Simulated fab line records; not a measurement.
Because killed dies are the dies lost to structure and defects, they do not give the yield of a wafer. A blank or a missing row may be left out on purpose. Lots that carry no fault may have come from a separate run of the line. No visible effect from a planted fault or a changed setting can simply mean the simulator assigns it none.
Which tool is to blame? ; flow berkeley-cmos170 ; 14 lots with 42 wafers sampled at 2 steps, on a route of 331 steps

WHAT THE GAUGES SHOWED, per wafer
Not one reading of a measure or inspect step in the record can be checked against a usual standard deviation.

WHICH TOOL RAN EACH LOT (tool, then ch and the chambers of the sampled wafers, then the start)
lot;UCB170_PWELL_ETCH_14;UCB170_PWELL_STRIP_16
L632;rie-diel-01 ch 1,2, day 3 01:39;plasma-asher-01 ch 0,1, day 3 01:54
L633;rie-diel-04 ch 0,1,2, day 3 09:09;plasma-asher-01 ch 0,1, day 3 09:24
L635;rie-diel-04 ch 0,1,2, day 3 18:17;plasma-asher-01 ch 0,1, day 3 18:32
L637;rie-diel-02 ch 0,1, day 4 03:56;plasma-asher-04 ch 0,1, day 4 04:12
L636;rie-diel-01 ch 1,2,3, day 4 04:35;plasma-asher-04 ch 0,1, day 4 04:52
L639;rie-diel-02 ch 0,2,3, day 4 15:01;plasma-asher-01 ch 0,1, day 4 15:18
L641;rie-diel-04 ch 0,2, day 5 06:07;plasma-asher-04 ch 0,1, day 5 06:24
L644;rie-diel-02 ch 0,1,3, day 5 15:26;plasma-asher-03 ch 0,1, day 5 15:43
L646;rie-diel-02 ch 0,2, day 6 06:35;plasma-asher-04 ch 0,1, day 6 06:50
L647;rie-diel-04 ch 1,2,3, day 6 06:42;plasma-asher-01 ch 0,1, day 6 06:57
L648;rie-diel-04 ch 0,1,2, day 6 10:09;plasma-asher-04 ch 0,1, day 6 10:24
L651;rie-diel-01 ch 1,3, day 7 06:04;plasma-asher-01 ch 0,1, day 7 06:19
L653;rie-diel-04 ch 1,2, day 7 17:17;plasma-asher-03 ch 1, day 7 17:32
L654;rie-diel-01 ch 0,2,3, day 7 17:31;plasma-asher-04 ch 0,1, day 7 17:46
- UCB170_PWELL_ETCH_14: etches Si3N4 in CH3F/Ar/O2, stops on SiO2, target depth 242 nm, time 151 s.
- UCB170_PWELL_STRIP_16: strips in O2.

AS READ BY THE TOOLS THEMSELVES (means over the sampled wafers that have a number; for cases with no such wafer, the mark the record gives instead)
UCB170_PWELL_ETCH_14.
lot;tool;CH3F_flow_sccm (sccm);drypump-motor-current-A (A);oes-product-au (a.u.);run-length-s (s);throttle-valve-pct (%)
L632;rie-diel-01;20.04;5.4;0.944;179.6;7.92
L633;rie-diel-04;19.95;5.7;0.921;178.8;8.16
L635;rie-diel-04;19.92;5.7;0.918;179.2;8.18
L637;rie-diel-02;19.96;5.3;0.932;179.1;7.99
L636;rie-diel-01;19.99;5.4;0.941;179.5;7.99
L639;rie-diel-02;19.92;5.5;0.925;179.5;7.98
L641;rie-diel-04;20.01;6.1;0.923;178.6;8.19
L644;rie-diel-02;19.98;5.3;0.859;199.7;7.96
L646;rie-diel-02;20.02;5.3;0.869;199.5;7.95
L647;rie-diel-04;19.98;5.7;0.927;179.1;8.14
L648;rie-diel-04;19.98;5.7;0.927;178.9;8.17
L651;rie-diel-01;19.99;5.3;0.923;179.4;7.93
L653;rie-diel-04;19.99;6.2;0.937;179.1;8.18
L654;rie-diel-01;20.00;5.6;0.932;179.5;7.98

UCB170_PWELL_STRIP_16.
lot;tool;drypump-motor-current-A (A);o2-flow-sccm (sccm);oes-product-au (a.u.);strip-time-to-endpoint-s (s)
L632;plasma-asher-01;5.9;400.1;0.722;18.15
L633;plasma-asher-01;5.8;400.5;0.718;18.16
L635;plasma-asher-01;5.9;400.2;0.723;18.24
L637;plasma-asher-04;5.3;401.2;0.722;18.12
L636;plasma-asher-04;5.3;401.3;0.718;18.04
L639;plasma-asher-01;5.9;400.4;0.722;18.07
L641;plasma-asher-04;5.3;399.8;0.724;18.18
L644;plasma-asher-03;5.9;399.8;0.722;17.55
L646;plasma-asher-04;5.3;400.1;0.721;17.68
L647;plasma-asher-01;5.5;399.8;0.718;18.14
L648;plasma-asher-04;5.4;399.7;0.722;18.16
L651;plasma-asher-01;5.5;399.4;0.720;18.04
L653;plasma-asher-03;5.9;398.2;0.718;18.18
L654;plasma-asher-04;5.3;399.2;0.724;18.17

THE ANSWER, worked out from the rows above alone
Rule: usual is defined by the lots themselves. The widest of any qualifying gaps counts: lots, ordered by their means at a reading, are off when they make up no more than a third of the lots, leave a main group of 4 or more, and stand apart from it by 3 or more times the standard deviation of that group's means. If all means in a main group match to the digits the tables above print for the reading, that group is not used. A lot without any number at a reading at which 4 lots or more have one is off too. Where the step has rows for the other lots, those lots are counted as sound. Order of review: gauges by route order, followed by the tools' own readings, for which a lot's mean as printed above is used. The first step at which some lot is off is used, and at that step the reading that is off furthest; a lot without a number counts as furthest.
Off: L644, L646 (UCB170_PWELL_ETCH_14, run-length-s). The main group has a mean of 179.2 s with a standard deviation of 0.3.
A tool fits if, at that step or a process step before it, it ran every lot that is off, and no sound lot after the first of them. One fits: UCB170_PWELL_ETCH_14 on rie-diel-02. Its last sound lot is L639 (day 4 15:01), its first lot that is off L644 (day 5 15:26): a fault that began between those two fits.
The tool's own readings at UCB170_PWELL_ETCH_14 bear it out: on the lots that are off they differ by more than 5 times the standard deviation of the sound lots' means. oes-product-au reads 0.864 a.u. there against 0.929 a.u. on the sound lots; run-length-s reads 199.6 s there against 179.2 s on the sound lots.

WHAT THE SIMULATOR PUT IN
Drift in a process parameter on rie-diel-02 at UCB170_PWELL_ETCH_14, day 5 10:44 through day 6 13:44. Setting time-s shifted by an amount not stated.
Lots struck among those shown: L644, L646. The same result came from the rule above.
